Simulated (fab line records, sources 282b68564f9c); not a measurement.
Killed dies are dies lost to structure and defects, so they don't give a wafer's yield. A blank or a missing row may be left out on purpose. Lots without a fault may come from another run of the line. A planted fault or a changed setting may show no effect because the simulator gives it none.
fab line records | flow rit_cmos
record lots=7 wafers=21 last_day=7
route steps=202 shown GATE@84 REOX@98 NLDD@103 PLDD@114 SPACER@125 M1@202
lots that met no fault: from a run of the same line without faults
start_h: hours from the record's first day to the start of the lot's first wafer shown | wait_h: hours since the lot's step before | " the same as in the row above | L1.1+2: a row that stands for several wafers | - no value, or no start given | * or withheld: withheld | < > ~ a bound
route shown NAME@n: a module of which the file shows steps, and the number in the route of the first | usual: mean/standard deviation of fault-free wafers | same: alike in all rows | chamber/n: place in a boat | sites: the reading at each site | _std_site: their standard deviation | _edge_site: outer sites' mean less inner sites' | radius_mm: how far each site lies from the wafer's centre | mask NAME#n: copy n | behind: the tool/chamber that last shaped the wafer | hold: why the lot was held/for how many hours/how that ended | device: the transistor (n, p or np) that didn't switch | end of line: the same wafers' tests at the end of the route | a step without rows: its recipe alone | killed: dies lost to structure and defects at the first sort, not the wafer's yield | map: a wafer's dies, x killed, . not, _ none there
set.NAME: the setting as run; set.NAME@STEP: as run at that earlier step | model.NAME: the simulator's own value behind a step, which no gauge read
lots at some steps of the route; a table a step, a row a wafer
services: from which hour (start_h, from the record's first day; less than 0 if before it) a tool's chamber was out of use, for how many hours, and why
## steps
# step RIT_GATE_CVD_08
# recipe material=poly-Si target_thk_nm=250 temp_c=610 precursor=SiH4 time_s=2220 pressure_mtorr=300 sih4_flow_sccm=100
# step RIT_GATE_THK_MEAS_09
# recipe reads=poly-Si_of_GATE_CVD_08
# usual GATE_POLY_THK=249.5/2.6
# columns lot.wafer tool chamber start_h wait_h GATE_POLY_THK[nm]
L513.2 film_metro-02 - 54.50 0.0 248.2
L513.4 " - " " 246.5
L513.5 " - " " 247.1
L514.1 film_metro-04 - 61.11 0.0 247.9
L514.3 " - " " 248.9
L514.5 " - " " 248.0
L522.3 film_metro-04 - 97.19 0.0 252.7
L522.5 " - " " 250.9
L522.6 " - " " 252.4
L527.1 film_metro-04 - 124.36 0.0 251.1
L527.3 " - " " 249.8
L527.4 " - " " 251.2
L528.1 film_metro-04 - 127.56 0.0 250.5
L528.2 " - " " 248.6
L528.4 " - " " 251.1
L529.3 film_metro-04 - 135.73 0.0 251.6
L529.5 " - " " 250.8
L529.6 " - " " 251.7
L530.3 film_metro-03 - 137.35 0.0 249.3
L530.5 " - " " 248.3
L530.6 " - " " 252.3
# step RIT_GATE_HMDS_10
# recipe prime_time_s=60 prime_temp_c=140
# step RIT_GATE_COAT_11
# recipe resist=NOVOLAK spin_rpm=4250 resist_thk_nm=850
# step RIT_GATE_SOFTBAKE_12
# recipe resist=NOVOLAK temp_c=90 time_s=60
# step RIT_GATE_EXPOSE_13
# recipe mask_id=M6 na=0.6 source_shape=conventional sigma_outer=0.6 target_cd_nm=150 dose_mj=380
# step RIT_GATE_PEB_14
# recipe resist=NOVOLAK temp_c=withheld time_s=withheld
# step RIT_GATE_DEVELOP_15
# recipe resist=NOVOLAK develop_time_s=50 dev_temp_c=23
# step RIT_GATE_CD_MEAS_16
# recipe target_cd_nm=150
# usual cd_nm=148.8/2.6
# columns lot.wafer tool chamber start_h wait_h cd_nm
L513.2 cd_sem-01 - 55.42 - 151.6
L513.4 " - " " 146.8
L513.5 " - " " 150.5
L514.1 cd_sem-01 - 62.14 - 148.6
L514.3 " - " " 150.1
L514.5 " - " " 150.6
L522.3 cd_sem-01 - 98.24 - 150.2
L522.5 " - " " 150.4
L522.6 " - " " 152.0
L527.1 cd_sem-02 - 125.34 - 142.9
L527.3 " - " " 144.5
L527.4 " - " " 142.8
L528.1 cd_sem-01 - 128.62 - 154.0
L528.2 " - " " 152.3
L528.4 " - " " 150.6
L529.3 cd_sem-01 - 136.66 - 150.3
L529.5 " - " " 149.7
L529.6 " - " " 148.6
L530.3 cd_sem-01 - 138.40 - 145.8
L530.5 " - " " 147.9
L530.6 " - " " 146.8
# step RIT_GATE_OVL_MEAS_17
# usual GATE_OVL=-1.4/1.5
# columns lot.wafer tool chamber start_h wait_h GATE_OVL[nm]
L513.2 overlay-01 - 55.52 0.1 1.1
L513.4 " - " " -0.7
L513.5 " - " " 1.6
L514.1 overlay-01 - 62.26 0.1 -3.5
L514.3 " - " " -5.0
L514.5 " - " " -2.4
L522.3 overlay-01 - 98.33 0.1 0.0
L522.5 " - " " 0.1
L522.6 " - " " 0.3
L527.1 overlay-01 - 125.46 0.1 0.6
L527.3 " - " " -0.6
L527.4 " - " " -1.0
L528.1 overlay-02 - 128.74 0.1 -3.2
L528.2 " - " " -2.4
L528.4 " - " " -3.3
L529.3 overlay-01 - 136.75 0.1 -1.7
L529.5 " - " " -1.1
L529.6 " - " " 0.7
L530.3 overlay-02 - 138.50 0.1 -2.0
L530.5 " - " " -2.6
L530.6 " - " " -2.2
# step RIT_GATE_HARDBAKE_18
# recipe resist=NOVOLAK temp_c=140 time_s=60
# step RIT_GATE_ETCH_19
# recipe chemistry=SF6/CHF3/O2 time_s=165 SF6_flow_sccm=30 CHF3_flow_sccm=30 O2_flow_sccm=5 target=poly-Si pressure_mtorr=40 rf_w=160 target_depth_a=3125 over_etch_frac=0.25 stop_on=SiO2
# usual O2_flow_sccm=5.001/0.015 drypump_motor_current_A=5.7/0.45 oes_product_au=0.851/0.017 throttle_valve_pct=10.24/0.11
# same over_etch_frac=0.25 time_s=165
# columns lot.wafer tool chamber start_h wait_h O2_flow_sccm drypump_motor_current_A oes_product_au rf_hours_counter_h throttle_valve_pct
L513.2 rie_si-02 2 55.70 0.1 4.978 6.3 0.852 11 10.40
L513.4 " 3 " " 4.999 5.1 0.838 18 10.15
L513.5 " 2 " " 4.998 6.3 0.839 - 10.41
L514.1 rie_si-01 1 62.45 0.1 4.996 6.4 0.862 77 10.30
L514.3 " 2 " " 5.000 6.1 0.863 127 10.37
L514.5 " 3 " " 4.961 5.4 0.816 - 10.22
L522.3 rie_si-01 2 98.63 0.1 5.020 6.1 0.877 127 10.39
L522.5 " 0 " " 4.981 5.3 0.855 - 10.15
L522.6 " 1 " " 5.007 6.4 0.870 - 10.32
L527.1 rie_si-02 0 125.65 0.1 5.002 5.7 0.859 129 10.04
L527.3 " 1 " " 4.989 5.4 0.853 1 10.26
L527.4 " 2 " " 5.001 6.3 0.851 12 10.40
L528.1 rie_si-01 2 128.93 0.1 4.979 6.1 0.879 128 10.36
L528.2 " 1 " " 5.001 6.4 0.865 78 10.30
L528.4 " 3 " " 5.012 5.4 0.819 62 10.23
L529.3 rie_si-02 3 136.93 0.1 5.005 5.1 0.837 19 10.15
L529.5 " 1 " " 5.017 5.4 0.870 - 10.27
L529.6 " 2 " " 5.018 6.3 0.854 - 10.39
L530.3 rie_si-01 2 138.67 0.1 4.992 6.1 0.868 128 10.36
L530.5 " 0 " " 4.976 5.3 0.846 - 10.17
L530.6 " 3 " " 5.004 5.4 0.821 - 10.23
# step RIT_GATE_STRIP_20
# recipe chemistry=O2 time_s=180 resist=NOVOLAK platen_temp_c=withheld power_w=500 pressure_mtorr=4000 o2_flow_sccm=4000
# usual drypump_motor_current_A=6.1/0.48 rf_refl_power_W=7.6/1.5
# same time_s=180
# columns lot.wafer tool chamber start_h wait_h drypump_motor_current_A rf_hours_counter_h rf_refl_power_W
L513.2 plasma_asher-03 1 55.81 0.1 6.3 40 4.9
L513.4 " 1 " " 6.3 - 4.9
L513.5 " 1 " " 6.3 - 5.1
L514.1 plasma_asher-01 0 62.55 0.1 6.3 42 8.8
L514.3 " 0 " " 6.3 - 8.7
L514.5 " 1 " " 5.9 - 6.3
L522.3 plasma_asher-03 1 98.80 0.1 6.3 - 5.0
L522.5 " 0 " " 6.5 - 6.8
L522.6 " 1 " " 6.3 - 5.1
L527.1 plasma_asher-03 1 125.75 0.1 6.3 1 5.1
L527.3 " 0 " " 6.5 - 6.7
L527.4 " 1 " " 6.3 - 4.8
L528.1 plasma_asher-03 1 129.04 0.1 6.3 1 5.0
L528.2 " 0 " " 6.5 1 6.9
L528.4 " 1 " " 6.3 - 5.1
L529.3 plasma_asher-02 1 137.10 0.1 6.5 - 7.7
L529.5 " 1 " " 6.5 - 7.2
L529.6 " 0 " " 5.3 - 10.0
L530.3 plasma_asher-03 1 138.84 0.1 6.3 - 4.7
L530.5 " 0 " " 6.5 - 6.9
L530.6 " 1 " " 6.3 - 4.9
# step RIT_GATE_CD_MEAS_90
# recipe target_cd_nm=150
# usual cd_nm=148.7/2.6
# columns lot.wafer tool chamber start_h wait_h cd_nm
L513.2 cd_sem-02 - 56.01 0.1 151.4
L513.4 " - " " 147.1
L513.5 " - " " 150.5
L514.1 cd_sem-02 - 62.73 0.1 148.1
L514.3 " - " " 150.0
L514.5 " - " " 150.9
L522.3 cd_sem-02 - 98.95 0.1 149.8
L522.5 " - " " 150.1
L522.6 " - " " 151.9
L527.1 cd_sem-01 - 125.93 0.1 142.6
L527.3 " - " " 144.5
L527.4 " - " " 143.1
L528.1 cd_sem-02 - 129.21 0.1 153.7
L528.2 " - " " 152.0
L528.4 " - " " 150.5
L529.3 cd_sem-01 - 137.25 0.1 150.3
L529.5 " - " " 149.6
L529.6 " - " " 148.6
L530.3 cd_sem-02 - 138.99 0.1 145.9
L530.5 " - " " 147.8
L530.6 " - " " 147.2
# step RIT_REOX_CLEAN_00
# recipe chemistry=SC1 mix=3:3:50 time_s=600 temp_c=75
# step RIT_REOX_CLEAN_01
# recipe chemistry=dHF dilution=50:1 time_s=30
# step RIT_REOX_CLEAN_02
# recipe chemistry=SC2 mix=3:3:50 time_s=600 temp_c=75 dry=n2_spin
# step RIT_REOX_OXIDATION_03
# recipe temp_c=900 ambient=O2 target_thk_a=252 ox_time_s=5580
# step RIT_REOX_THK_MEAS_04
# recipe reads=SiO2_of_REOX_OXIDATION_03
# usual REOX_OXIDE_THK=25.3/0.47
# columns lot.wafer tool chamber start_h wait_h REOX_OXIDE_THK[nm]
L513.2 film_metro-02 - 59.03 0.0 24.8
L513.4 " - " " 24.2
L513.5 " - " " 24.3
L514.1 film_metro-02 - 65.77 0.0 25.6
L514.3 " - " " 25.3
L514.5 " - " " 25.6
L522.3 film_metro-04 - 101.97 0.0 25.1
L522.5 " - " " 25.1
L522.6 " - " " 25.6
L527.1 film_metro-01 - 130.37 0.0 25.1
L527.3 " - " " 24.7
L527.4 " - " " 24.9
L528.1 film_metro-04 - 132.47 0.0 25.8
L528.2 " - " " 25.7
L528.4 " - " " 25.6
L529.3 film_metro-01 - 140.27 0.0 25.3
L529.5 " - " " 25.1
L529.6 " - " " 25.0
L530.3 film_metro-02 - 142.01 0.0 26.0
L530.5 " - " " 25.9
L530.6 " - " " 26.0
# step RIT_NLDD_HMDS_00
# recipe prime_time_s=60 prime_temp_c=140
# step RIT_NLDD_COAT_01
# recipe resist=NOVOLAK spin_rpm=3250 resist_thk_nm=1000
# step RIT_NLDD_SOFTBAKE_02
# recipe resist=NOVOLAK temp_c=90 time_s=60
# step RIT_NLDD_EXPOSE_03
# recipe mask_id=M7 na=0.57 target_cd_nm=40700 dose_mj=250
# step RIT_NLDD_PEB_04
# recipe resist=NOVOLAK temp_c=withheld time_s=withheld
# step RIT_NLDD_DEVELOP_05
# recipe resist=NOVOLAK develop_time_s=50 dev_temp_c=23
# step RIT_NLDD_OVL_MEAS_06
# usual NLDD_OVL=0.2/1.3
# columns lot.wafer tool chamber start_h wait_h NLDD_OVL[nm]
L513.2 overlay-01 - 59.94 - -1.7
L513.4 " - " " 0.4
L513.5 " - " " 0.3
L514.1 overlay-01 - 66.68 - 1.5
L514.3 " - " " 2.1
L514.5 " - " " 2.2
L522.3 overlay-01 - 103.00 - 0.4
L522.5 " - " " -1.8
L522.6 " - " " -0.4
L527.1 overlay-02 - 131.28 - 1.9
L527.3 " - " " -1.2
L527.4 " - " " -0.2
L528.1 overlay-02 - 133.38 - 1.6
L528.2 " - " " 0.2
L528.4 " - " " -2.1
L529.3 overlay-02 - 141.23 - -0.3
L529.5 " - " " -1.8
L529.6 " - " " 0.2
L530.3 overlay-02 - 143.08 - -0.7
L530.5 " - " " -2.0
L530.6 " - " " -2.1
# step RIT_NLDD_HARDBAKE_07
# recipe resist=NOVOLAK temp_c=140 time_s=60
# step RIT_NLDD_IMPLANT_08
# recipe species=P energy_kev=20 dose_cm2=5e+14 tilt_deg=7
# step RIT_NLDD_STRIP_09
# recipe chemistry=O2 time_s=180 resist=NOVOLAK platen_temp_c=withheld power_w=500 pressure_mtorr=4000 o2_flow_sccm=4000
# usual drypump_motor_current_A=6.1/0.39 rf_refl_power_W=6.8/1.4
# same time_s=180
# columns lot.wafer tool chamber start_h wait_h drypump_motor_current_A rf_hours_counter_h rf_refl_power_W
L513.2 plasma_asher-04 0 60.27 0.1 6.0 27 6.5
L513.4 " 0 " " 6.0 - 6.9
L513.5 " 0 " " 6.1 - 6.7
L514.1 plasma_asher-04 0 67.01 0.1 6.0 28 6.9
L514.3 " 1 " " 6.1 - 5.5
L514.5 " 0 " " 6.0 - 6.7
L522.3 plasma_asher-03 0 103.38 0.1 6.5 - 6.8
L522.5 " 1 " " 6.3 - 5.0
L522.6 " 0 " " 6.5 - 6.6
L527.1 plasma_asher-03 0 131.61 0.1 6.5 2 6.8
L527.3 " 0 " " 6.5 - 6.8
L527.4 " 1 " " 6.3 - 5.1
L528.1 plasma_asher-04 1 133.72 0.1 6.1 37 5.8
L528.2 " 0 " " 6.0 37 6.6
L528.4 " 0 " " 6.1 - 6.5
L529.3 plasma_asher-04 1 141.91 0.1 6.1 - 6.0
L529.5 " 1 " " 6.2 - 5.9
L529.6 " 0 " " 6.0 - 6.7
L530.3 plasma_asher-03 1 143.46 0.1 6.3 - 5.1
L530.5 " 1 " " 6.3 - 4.8
L530.6 " 0 " " 6.5 - 6.8
# step RIT_NLDD_TW_MEAS_10
# usual NLDD_TW=2510/24
# columns lot.wafer tool chamber start_h wait_h NLDD_TW
L513.2 film_metro-03 - 60.46 0.1 2472
L513.4 " - " " 2482
L513.5 " - " " 2471
L514.1 film_metro-03 - 67.19 0.1 2473
L514.3 " - " " 2468
L514.5 " - " " 2474
L522.3 film_metro-02 - 103.52 0.1 2509
L522.5 " - " " 2512
L522.6 " - " " 2504
L527.1 film_metro-02 - 131.79 0.1 2526
L527.3 " - " " 2517
L527.4 " - " " 2515
L528.1 film_metro-02 - 133.89 0.1 2528
L528.2 " - " " 2527
L528.4 " - " " 2528
L529.3 film_metro-03 - 142.05 0.1 2472
L529.5 " - " " 2462
L529.6 " - " " 2432
L530.3 film_metro-01 - 143.60 0.1 2521
L530.5 " - " " 2523
L530.6 " - " " 2518
# step RIT_PLDD_HMDS_00
# recipe prime_time_s=60 prime_temp_c=140
# step RIT_PLDD_COAT_01
# recipe resist=NOVOLAK spin_rpm=3250 resist_thk_nm=1000
# step RIT_PLDD_SOFTBAKE_02
# recipe resist=NOVOLAK temp_c=90 time_s=60
# step RIT_PLDD_EXPOSE_03
# recipe mask_id=M8 na=0.57 target_cd_nm=40900 dose_mj=250
# step RIT_PLDD_PEB_04
# recipe resist=NOVOLAK temp_c=withheld time_s=withheld
# step RIT_PLDD_DEVELOP_05
# recipe resist=NOVOLAK develop_time_s=50 dev_temp_c=23
# step RIT_PLDD_OVL_MEAS_06
# usual PLDD_OVL=0.5/1.6
# columns lot.wafer tool chamber start_h wait_h PLDD_OVL[nm]
L513.2 overlay-02 - 61.49 - -2.0
L513.4 " - " " -0.8
L513.5 " - " " -1.4
L514.1 overlay-01 - 68.31 - 1.4
L514.3 " - " " 2.9
L514.5 " - " " 0.9
L522.3 overlay-01 - 104.54 - -1.2
L522.5 " - " " -0.5
L522.6 " - " " -0.7
L527.1 overlay-02 - 132.82 - 1.4
L527.3 " - " " -0.6
L527.4 " - " " 1.0
L528.1 overlay-01 - 134.80 - 4.3
L528.2 " - " " 2.1
L528.4 " - " " 3.6
L529.3 overlay-01 - 142.95 - 1.0
L529.5 " - " " 3.1
L529.6 " - " " 2.8
L530.3 overlay-02 - 144.62 - -0.6
L530.5 " - " " 0.6
L530.6 " - " " 0.1
# step RIT_PLDD_HARDBAKE_07
# recipe resist=NOVOLAK temp_c=140 time_s=60
# step RIT_PLDD_IMPLANT_08
# recipe species=BF2 energy_kev=20 dose_cm2=9e+14 tilt_deg=7
# step RIT_PLDD_STRIP_09
# recipe chemistry=O2 time_s=180 resist=NOVOLAK platen_temp_c=withheld power_w=500 pressure_mtorr=4000 o2_flow_sccm=4000
# usual drypump_motor_current_A=6.18/0.2 rf_refl_power_W=6.7/1.2
# same time_s=180
# columns lot.wafer tool chamber start_h wait_h drypump_motor_current_A rf_hours_counter_h rf_refl_power_W
L513.2 plasma_asher-01 0 61.82 0.1 6.32 42 8.5
L513.4 " 1 " " 5.92 - 6.2
L513.5 " 0 " " 6.31 - 8.8
L514.1 plasma_asher-04 1 68.65 0.1 6.13 28 6.0
L514.3 " 0 " " 6.03 - 6.7
L514.5 " 0 " " 6.02 - 6.4
L522.3 plasma_asher-03 0 104.93 0.1 6.46 - 6.7
L522.5 " 1 " " 6.29 - 5.2
L522.6 " 0 " " 6.50 - 6.5
L527.1 plasma_asher-03 0 133.16 0.1 6.48 2 6.5
L527.3 " 0 " " 6.48 - 6.7
L527.4 " 1 " " 6.30 - 4.8
L528.1 plasma_asher-01 0 135.14 0.1 6.30 50 8.6
L528.2 " 1 " " 5.89 50 6.3
L528.4 " 1 " " 5.90 - 6.6
L529.3 plasma_asher-01 1 143.33 0.1 5.90 - 6.5
L529.5 " 1 " " 5.90 - 6.5
L529.6 " 0 " " 6.35 - 8.2
L530.3 plasma_asher-04 1 145.01 0.1 6.15 - 5.9
L530.5 " 0 " " 6.05 - 6.8
L530.6 " 1 " " 6.14 - 6.0
# step RIT_PLDD_TW_MEAS_10
# usual PLDD_TW=2358/28
# columns lot.wafer tool chamber start_h wait_h PLDD_TW
L513.2 film_metro-03 - 62.00 0.1 2336
L513.4 " - " " 2334
L513.5 " - " " 2346
L514.1 film_metro-01 - 68.82 0.1 2378
L514.3 " - " " 2378
L514.5 " - " " 2382
L522.3 film_metro-01 - 105.06 0.1 2366
L522.5 " - " " 2389
L522.6 " - " " 2372
L527.1 film_metro-01 - 133.33 0.1 2382
L527.3 " - " " 2370
L527.4 " - " " 2376
L528.1 film_metro-01 - 135.31 0.1 2389
L528.2 " - " " 2393
L528.4 " - " " 2376
L529.3 film_metro-03 - 143.47 0.1 2322
L529.5 " - " " 2313
L529.6 " - " " 2314
L530.3 film_metro-01 - 145.14 0.1 2400
L530.5 " - " " 2384
L530.6 " - " " 2389
# step RIT_SPACER_CLEAN_00
# recipe chemistry=SC1 mix=3:3:50 time_s=600 temp_c=75
# step RIT_M1_PROBE_99
# usual killed_at_contacts=0.1/0.34 killed_at_front_end=6.9/2.8 killed_dies=7.1/2.8 killed_open=3.4/1.9 killed_short=3.6/1.7
# same gross_dies=264 killed_at_M0_to_M3=0 killed_at_M4_up=0 killed_at_back_side=0 killed_at_other=0
# columns lot.wafer tool chamber start_h wait_h killed_at_contacts killed_at_front_end killed_dies killed_open killed_short
L513.2 prober-02 - 76.27 0.1 0 8 8 5 3
L513.4 prober-02 - 76.37 0.2 0 6 6 2 4
L513.5 prober-02 - 76.42 0.2 0 9 9 6 3
L527.1 prober-02 - 147.65 0.1 0 35 35 2 2
L527.3 prober-02 - 147.75 0.2 0 32 32 0 3
L527.4 prober-02 - 147.80 0.2 1 32 33 2 2
L528.1 prober-01 - 150.38 0.1 0 36 36 5 2
L528.2 prober-01 - 150.43 0.1 0 39 39 2 4
L528.4 prober-01 - 150.53 0.2 0 39 39 6 1
L530.3 prober-02 - 159.01 0.2 0 38 38 7 4
L530.5 prober-02 - 159.11 0.2 0 35 35 1 3
L530.6 prober-02 - 159.16 0.2 0 39 39 10 2
# killed by level:class
L513.2 REOX:geometric_particle:open=2 SPACER:geometric_particle:short=2 FOX1:geometric_particle:open=1 GATE:geometric_particle:short=1 SPACER:geometric_particle:open=1 SILICIDE:geometric_particle:open=1
L513.4 SILICIDE:geometric_particle:short=2 FOX2:geometric_particle:open=1 GATE:geometric_particle:short=1 REOX:geometric_particle:open=1 REOX:geometric_particle:short=1
L513.5 GATE:geometric_particle:short=3 REOX:geometric_particle:open=3 GATE:geometric_particle:open=2 SILICIDE:geometric_particle:open=1
L527.1 GATE:unspecified=31 FOX1:geometric_particle:short=2 GATE:geometric_particle:open=1 SPACER:geometric_particle:open=1
L527.3 GATE:unspecified=29 FOX1:geometric_particle:short=1 GATE:geometric_particle:short=1 SILICIDE:geometric_particle:short=1
L527.4 GATE:unspecified=29 FOX2:geometric_particle:open=1 GATE:geometric_particle:open=1 SILICIDE:geometric_particle:short=1 CONTACT:geometric_particle:short=1
L528.1 GATE:unspecified=29 GATE:geometric_particle:open=3 SILICIDE:geometric_particle:open=2 FOX2:geometric_particle:short=1 REOX:geometric_particle:short=1
L528.2 GATE:unspecified=33 GATE:geometric_particle:short=2 FOX1:geometric_particle:open=1 FOX1:geometric_particle:short=1 GATE:geometric_particle:open=1 SILICIDE:geometric_particle:short=1
L528.4 GATE:unspecified=32 GATE:geometric_particle:open=3 SILICIDE:geometric_particle:open=2 GATE:geometric_particle:short=1 REOX:geometric_particle:open=1
L530.3 GATE:unspecified=27 GATE:geometric_particle:open=5 GATE:geometric_particle:short=3 SPACER:geometric_particle:open=2 SPACER:geometric_particle:short=1
L530.5 GATE:unspecified=31 FOX1:geometric_particle:short=2 GATE:geometric_particle:open=1 SPACER:geometric_particle:short=1
L530.6 GATE:unspecified=27 GATE:geometric_particle:open=4 SILICIDE:geometric_particle:open=3 FOX1:geometric_particle:open=1 GATE:geometric_particle:short=1 REOX:geometric_particle:open=1 SPACER:geometric_particle:short=1 SPACER:geometric_particle:open=1
# map L527.1 (x killed, . not)
________......._______
_____.............____
____.......x.......___
___............x....__
__......xxx.........._
__..x...xxxxx.x......_
_......xxxxxxxx.......
_......xxxxxxxx.......
_......xxxx...........
_..........x..........
__..................._
__..................._
___..........x..x...__
____...............___
_____.............____
________......._______
# map L528.2 (x killed, . not)
________......._______
_____.............____
____.x.............___
___.................__
__.x.......x........._
__..................._
_.............x.......
_..............xxxxx..
_........x..x.xxxxxx..
_.............xxxxxxx.
__...x.......xxxxxxx._
__....x......xxxxxx.._
___.................__
____...............___
_____.............____
________......._______
## services
# columns tool chamber start_h hours kind
rie_si-02 2 33.58 2.7 repair
plasma_asher-02 - 40.67 2.8 pm
plasma_asher-03 - 57.75 28.1 pm
plasma_asher-03 - 105.49 1.6 repair
plasma_asher-03 - 108.75 9.0 pm
plasma_asher-03 0 108.75 9.0 vent_cycle
plasma_asher-03 1 108.75 9.0 vent_cycle
plasma_asher-01 - 111.83 4.1 repair
plasma_asher-03 0 117.75 - clean
plasma_asher-03 1 117.75 - clean
## key
first_sign step=RIT_M1_PROBE_99 reading=killed_dies direction=up sigmas=11 usual=7.1 struck=36.2
effect step=RIT_M1_PROBE_99 reading=killed_at_front_end direction=up sigmas=11 usual=6.9 struck=36.1
met_at RIT_GATE_STRIP_20
struck_wafers L527.1,L527.3,L527.4,L528.1,L528.2,L528.4,L530.3,L530.5,L530.6
tester_left_out L527,L528,L530
onset_between 98.80 125.75
fault kind=chamber_particle_source tool=plasma_asher-03 chamber=- onset_h=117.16 steps=RIT_GATE_STRIP_20 rate_per_visit_cm2=0.70986 end_h=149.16
# tester_left_out: of these lots the tester's yield and bins aren't shown, on N5 and GAA mostly nor the transistor test; their killed dies are dies lost to structure and defects alone, not to doping, threshold or leakage, so they don't give the yield
